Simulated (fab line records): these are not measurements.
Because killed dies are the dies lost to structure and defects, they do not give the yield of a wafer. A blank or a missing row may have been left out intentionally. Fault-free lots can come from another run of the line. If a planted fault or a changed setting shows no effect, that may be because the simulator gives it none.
Which tool was responsible? :: flow berkeleyCmos170 :: 14 lots, 42 wafers sampled, at 5 steps of a route of 331

WHAT EACH GAUGE READ, for each wafer
UCB170_SCREENOX_THK_MEAS_02. Usual: SCREENOX_OXIDE_THK 14.38 nm, standard deviation 0.23.
lot: L431
measured: day 7 01:10
on: filmMetro-03
SCREENOX_OXIDE_THK (nm): 14.12 14.29 14.10
flag: 

lot: L432
measured: day 7 01:10
on: filmMetro-04
SCREENOX_OXIDE_THK (nm): 14.36 14.48 14.74
flag: 

lot: L433
measured: day 7 01:10
on: filmMetro-02
SCREENOX_OXIDE_THK (nm): 14.59 14.47 14.29
flag: 

lot: L434
measured: day 7 10:38
on: filmMetro-04
SCREENOX_OXIDE_THK (nm): 13.74 13.73 14.04
flag: 

lot: L435
measured: day 7 10:38
on: filmMetro-03
SCREENOX_OXIDE_THK (nm): 14.37 13.93 14.11
flag: 

lot: L436
measured: day 7 16:22
on: filmMetro-03
SCREENOX_OXIDE_THK (nm): 14.22 14.39 14.14
flag: 

lot: L439
measured: day 8 11:34
on: filmMetro-03
SCREENOX_OXIDE_THK (nm): 14.37 14.19 14.16
flag: 

lot: L442
measured: day 8 18:19
on: filmMetro-04
SCREENOX_OXIDE_THK (nm): 14.46 14.54 14.31
flag: 

lot: L441
measured: day 8 18:21
on: filmMetro-03
SCREENOX_OXIDE_THK (nm): 14.49 14.97 14.65
flag: 

lot: L443
measured: day 9 12:35
on: filmMetro-02
SCREENOX_OXIDE_THK (nm): 14.03 14.27 14.21
flag: 

lot: L444
measured: day 9 12:35
on: filmMetro-03
SCREENOX_OXIDE_THK (nm): 14.70 14.62 14.35
flag: 

lot: L445
measured: day 9 22:22
on: filmMetro-04
SCREENOX_OXIDE_THK (nm): 14.14 14.18 14.12
flag: 

lot: L447
measured: day 10 06:58
on: filmMetro-02
SCREENOX_OXIDE_THK (nm): 14.27 14.18 14.48
flag: 

lot: L448
measured: day 10 07:00
on: filmMetro-04
SCREENOX_OXIDE_THK (nm): 14.69 14.65 14.47
flag: 

UCB170_PSD_TW_MEAS_10. Usual: PSD_TW 2321, standard deviation 36.
lot: L431
measured: day 8 19:22
on: filmMetro-03
PSD_TW: 2297 2320 2295
flag: 

lot: L432
measured: day 8 19:16
on: filmMetro-04
PSD_TW: 2368 2362 2370
flag: 

lot: L433
measured: day 8 18:57
on: filmMetro-03
PSD_TW: 2303 2309 2299
flag: 

lot: L434
measured: day 9 06:25
on: filmMetro-02
PSD_TW: 2282 2285 2277
flag: 

lot: L435
measured: day 9 06:41
on: filmMetro-03
PSD_TW: 2315 2306 2321
flag: 

lot: L436
measured: day 9 06:31
on: filmMetro-04
PSD_TW: 2369 2369 2374
flag: 

lot: L439
measured: day 10 03:20
on: filmMetro-04
PSD_TW: 2361 2373 2367
flag: 

lot: L442
measured: day 10 07:09
on: filmMetro-04
PSD_TW: 2350 2356 2354
flag: 

lot: L441
measured: day 10 03:12
on: filmMetro-03
PSD_TW: 2291 2296 2290
flag: 

lot: L443
measured: day 11 06:02
on: filmMetro-02
PSD_TW: 2286 2290 2287
flag: 

lot: L444
measured: day 11 06:02
on: filmMetro-04
PSD_TW: 2357 2354 2358
flag: 

lot: L445
measured: day 11 13:29
on: filmMetro-04
PSD_TW: 2365 2353 2364
flag: 

lot: L447
measured: day 11 22:44
on: filmMetro-03
PSD_TW: 2309 2313 2318
flag: 

lot: L448
measured: day 11 22:13
on: filmMetro-04
PSD_TW: 2378 2355 2379
flag: 

UCB170_SDANNEAL_RS_MEAS_05: measures by four-point-probe. Usual: NLDD_RS 616.9 ohm/sq, standard deviation 1.3.
lot: L431
measured: day 8 22:57
on: filmMetro-04
NLDD_RS (ohm/sq): 613.7 616.6 615.4
flag: 

lot: L432
measured: day 8 23:20
on: filmMetro-02
NLDD_RS (ohm/sq): 616.9 615.3 614.1
flag: 

lot: L433
measured: day 8 22:39
on: filmMetro-02
NLDD_RS (ohm/sq): 615.4 614.7 615.0
flag: 

lot: L434
measured: day 9 09:23
on: filmMetro-04
NLDD_RS (ohm/sq): 613.7 616.4 615.6
flag: 

lot: L435
measured: day 9 09:57
on: filmMetro-03
NLDD_RS (ohm/sq): 616.1 617.1 616.7
flag: 

lot: L436
measured: day 9 09:46
on: filmMetro-02
NLDD_RS (ohm/sq): 617.9 617.3 617.0
flag: 

lot: L439
measured: day 10 08:10
on: filmMetro-04
NLDD_RS (ohm/sq): 618.0 620.5 619.5
flag: 

lot: L442
measured: day 10 10:44
on: filmMetro-04
NLDD_RS (ohm/sq): 618.0 617.1 617.4
flag: 

lot: L441
measured: day 10 07:35
on: filmMetro-03
NLDD_RS (ohm/sq): 619.3 619.4 617.2
flag: 

lot: L443
measured: day 11 10:17
on: filmMetro-03
NLDD_RS (ohm/sq): 616.9 617.5 617.4
flag: 

lot: L444
measured: day 11 10:44
on: filmMetro-04
NLDD_RS (ohm/sq): 618.4 618.5 616.7
flag: 

lot: L445
measured: day 11 16:38
on: filmMetro-04
NLDD_RS (ohm/sq): 642.9 642.5 641.5
flag: OFF

lot: L447
measured: day 12 03:20
on: filmMetro-02
NLDD_RS (ohm/sq): 643.6 644.0 644.0
flag: OFF

lot: L448
measured: day 12 02:16
on: filmMetro-04
NLDD_RS (ohm/sq): 618.2 616.0 614.6
flag: 

WHICH TOOL RAN EACH LOT (tool, then ch and the chambers of the sampled wafers, then the start)
lot: L431
UCB170_NLDD_IMPLANT_09: implanter-03 ch 0, day 8 12:43
UCB170_NLDD_STRIP_10: plasmaAsher-03 ch 0,1, day 8 12:52

lot: L432
UCB170_NLDD_IMPLANT_09: implanter-02 ch 0, day 8 11:26
UCB170_NLDD_STRIP_10: plasmaAsher-03 ch 0,1, day 8 11:35

lot: L433
UCB170_NLDD_IMPLANT_09: implanter-01 ch 0, day 8 11:59
UCB170_NLDD_STRIP_10: plasmaAsher-03 ch 0,1, day 8 12:08

lot: L434
UCB170_NLDD_IMPLANT_09: implanter-03 ch 0, day 8 18:46
UCB170_NLDD_STRIP_10: plasmaAsher-04 ch 0,1, day 8 18:55

lot: L435
UCB170_NLDD_IMPLANT_09: implanter-01 ch 0, day 8 19:05
UCB170_NLDD_STRIP_10: plasmaAsher-04 ch 0,1, day 8 19:13

lot: L436
UCB170_NLDD_IMPLANT_09: implanter-01 ch 0, day 9 01:52
UCB170_NLDD_STRIP_10: plasmaAsher-02 ch 0,1, day 9 02:01

lot: L439
UCB170_NLDD_IMPLANT_09: implanter-02 ch 0, day 9 20:52
UCB170_NLDD_STRIP_10: plasmaAsher-02 ch 0,1, day 9 20:59

lot: L442
UCB170_NLDD_IMPLANT_09: implanter-01 ch 0, day 9 23:32
UCB170_NLDD_STRIP_10: plasmaAsher-02 ch 0,1, day 9 23:41

lot: L441
UCB170_NLDD_IMPLANT_09: implanter-01 ch 0, day 9 20:47
UCB170_NLDD_STRIP_10: plasmaAsher-04 ch 0,1, day 9 20:54

lot: L443
UCB170_NLDD_IMPLANT_09: implanter-01 ch 0, day 10 22:00
UCB170_NLDD_STRIP_10: plasmaAsher-04 ch 0,1, day 10 22:07

lot: L444
UCB170_NLDD_IMPLANT_09: implanter-02 ch 0, day 10 21:43
UCB170_NLDD_STRIP_10: plasmaAsher-02 ch 0,1, day 10 21:51

lot: L445
UCB170_NLDD_IMPLANT_09: implanter-01 ch 0, day 11 04:55
UCB170_NLDD_STRIP_10: plasmaAsher-02 ch 0,1, day 11 05:02

lot: L447
UCB170_NLDD_IMPLANT_09: implanter-01 ch 0, day 11 12:14
UCB170_NLDD_STRIP_10: plasmaAsher-04 ch 1, day 11 12:22

lot: L448
UCB170_NLDD_IMPLANT_09: implanter-02 ch 0, day 11 11:32
UCB170_NLDD_STRIP_10: plasmaAsher-03 ch 0,1, day 11 11:41
- UCB170_NLDD_IMPLANT_09
- UCB170_NLDD_STRIP_10: strips in O2.

AS READ BY THE TOOLS THEMSELVES (means over the sampled wafers that have a number; for cases with no such wafer, the mark the record gives instead)
UCB170_NLDD_IMPLANT_09. Usual: beamEnergyKeV 30.002, standard deviation 0.0086; doseIonsCm2 5e+13, standard deviation 5.2e+10; faradayCurrentUA 159, standard deviation 3.
lot: L431
tool: implanter-03
beamEnergyKeV: 30.001
doseIonsCm2: 5e+13
faradayCurrentUA: 158
flag: 

lot: L432
tool: implanter-02
beamEnergyKeV: 29.998
doseIonsCm2: 5e+13
faradayCurrentUA: 158
flag: 

lot: L433
tool: implanter-01
beamEnergyKeV: 29.998
doseIonsCm2: 5e+13
faradayCurrentUA: 157
flag: 

lot: L434
tool: implanter-03
beamEnergyKeV: 30.005
doseIonsCm2: 5e+13
faradayCurrentUA: 162
flag: 

lot: L435
tool: implanter-01
beamEnergyKeV: 30.002
doseIonsCm2: 5e+13
faradayCurrentUA: 157
flag: 

lot: L436
tool: implanter-01
beamEnergyKeV: 30.000
doseIonsCm2: 5e+13
faradayCurrentUA: 159
flag: 

lot: L439
tool: implanter-02
beamEnergyKeV: 30.007
doseIonsCm2: 5e+13
faradayCurrentUA: 161
flag: 

lot: L442
tool: implanter-01
beamEnergyKeV: 30.003
doseIonsCm2: 5e+13
faradayCurrentUA: 158
flag: 

lot: L441
tool: implanter-01
beamEnergyKeV: 30.014
doseIonsCm2: 5e+13
faradayCurrentUA: 156
flag: 

lot: L443
tool: implanter-01
beamEnergyKeV: 29.989
doseIonsCm2: 5e+13
faradayCurrentUA: 157
flag: 

lot: L444
tool: implanter-02
beamEnergyKeV: 30.007
doseIonsCm2: 5e+13
faradayCurrentUA: 161
flag: 

lot: L445
tool: implanter-01
beamEnergyKeV: 29.986
doseIonsCm2: 4e+13
faradayCurrentUA: 141
flag: OFF

lot: L447
tool: implanter-01
beamEnergyKeV: 29.999
doseIonsCm2: 4e+13
faradayCurrentUA: 139
flag: OFF

lot: L448
tool: implanter-02
beamEnergyKeV: 30.007
doseIonsCm2: 5e+13
faradayCurrentUA: 158
flag: 

UCB170_NLDD_STRIP_10. Usual: drypumpMotorCurrentA 5.6 A, standard deviation 0.68; o2FlowSccm 399.9 sccm, standard deviation 1.4; oesProductAu 0.735 a.u., standard deviation 0.0046; stripTimeToEndpointS 21.87 s, standard deviation 0.066.
lot: L431
tool: plasmaAsher-03
drypumpMotorCurrentA (A): 5.1
o2FlowSccm (sccm): 398.2
oesProductAu (a.u.): 0.733
stripTimeToEndpointS (s): 21.89
flag: 

lot: L432
tool: plasmaAsher-03
drypumpMotorCurrentA (A): 5.6
o2FlowSccm (sccm): 400.7
oesProductAu (a.u.): 0.732
stripTimeToEndpointS (s): 21.93
flag: 

lot: L433
tool: plasmaAsher-03
drypumpMotorCurrentA (A): 5.1
o2FlowSccm (sccm): 398.3
oesProductAu (a.u.): 0.731
stripTimeToEndpointS (s): 21.91
flag: 

lot: L434
tool: plasmaAsher-04
drypumpMotorCurrentA (A): 5.2
o2FlowSccm (sccm): 399.4
oesProductAu (a.u.): 0.739
stripTimeToEndpointS (s): 21.84
flag: 

lot: L435
tool: plasmaAsher-04
drypumpMotorCurrentA (A): 5.1
o2FlowSccm (sccm): 398.9
oesProductAu (a.u.): 0.734
stripTimeToEndpointS (s): 21.88
flag: 

lot: L436
tool: plasmaAsher-02
drypumpMotorCurrentA (A): 6.4
o2FlowSccm (sccm): 399.4
oesProductAu (a.u.): 0.739
stripTimeToEndpointS (s): 21.88
flag: 

lot: L439
tool: plasmaAsher-02
drypumpMotorCurrentA (A): 6.3
o2FlowSccm (sccm): 399.9
oesProductAu (a.u.): 0.737
stripTimeToEndpointS (s): 21.89
flag: 

lot: L442
tool: plasmaAsher-02
drypumpMotorCurrentA (A): 6.3
o2FlowSccm (sccm): 401.1
oesProductAu (a.u.): 0.735
stripTimeToEndpointS (s): 21.75
flag: 

lot: L441
tool: plasmaAsher-04
drypumpMotorCurrentA (A): 5.2
o2FlowSccm (sccm): 400.7
oesProductAu (a.u.): 0.733
stripTimeToEndpointS (s): 21.95
flag: 

lot: L443
tool: plasmaAsher-04
drypumpMotorCurrentA (A): 5.1
o2FlowSccm (sccm): 400.5
oesProductAu (a.u.): 0.733
stripTimeToEndpointS (s): 21.81
flag: 

lot: L444
tool: plasmaAsher-02
drypumpMotorCurrentA (A): 6.4
o2FlowSccm (sccm): 399.8
oesProductAu (a.u.): 0.736
stripTimeToEndpointS (s): 21.96
flag: 

lot: L445
tool: plasmaAsher-02
drypumpMotorCurrentA (A): 6.3
o2FlowSccm (sccm): 399.8
oesProductAu (a.u.): 0.730
stripTimeToEndpointS (s): 21.82
flag: 

lot: L447
tool: plasmaAsher-04
drypumpMotorCurrentA (A): 5.4
o2FlowSccm (sccm): 399.5
oesProductAu (a.u.): 0.735
stripTimeToEndpointS (s): 21.84
flag: 

lot: L448
tool: plasmaAsher-03
drypumpMotorCurrentA (A): 5.6
o2FlowSccm (sccm): 397.7
oesProductAu (a.u.): 0.733
stripTimeToEndpointS (s): 21.83
flag: 

THE ANSWER, worked out from the rows above alone
Rule: a lot counts as off when the mean over its wafers that have a number is more than 3 standard deviations away from the usual mean. Also off: a lot with no number at a reading for which 4 or more lots have one. All remaining lots with rows at the step are treated as sound. After the gauges, taken in route order, come the tools' own readings; for these a lot's mean is taken, as printed above. The first step at which some lot is off is used, and at that step the reading that is off furthest; a lot without a number counts as furthest.
Off: at UCB170_SDANNEAL_RS_MEAS_05 (NLDD_RS), L445, L447.
If a tool, at a process step before that reading, ran all the lots that are off and no sound lot after the first of them, it fits. The gauges at UCB170_SDANNEAL_RS_MEAS_05 aren't tried: what is off there is off at UCB170_NLDD_IMPLANT_09 too, on other tools, and a gauge's error can't cause that. One fits: UCB170_NLDD_IMPLANT_09 on implanter-01. A fault onset in the window from L443 (day 10 22:00, its last sound lot) to L445 (day 11 04:55, its first lot off) fits.
The tool's own readings at UCB170_NLDD_IMPLANT_09 bear it out: on the lots that are off they differ by more than 5 times the standard deviation of the sound lots' means. doseIonsCm2 reads 4e+13 there against 5e+13 on the sound lots; faradayCurrentUA reads 140 there against 158 on the sound lots.

WHAT THE SIMULATOR PUT IN
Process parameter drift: implanter-01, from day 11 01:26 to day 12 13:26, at UCB170_NLDD_IMPLANT_09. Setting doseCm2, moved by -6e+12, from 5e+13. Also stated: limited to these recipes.
Struck lots among those shown: L445, L447. Same finding as the rule above.
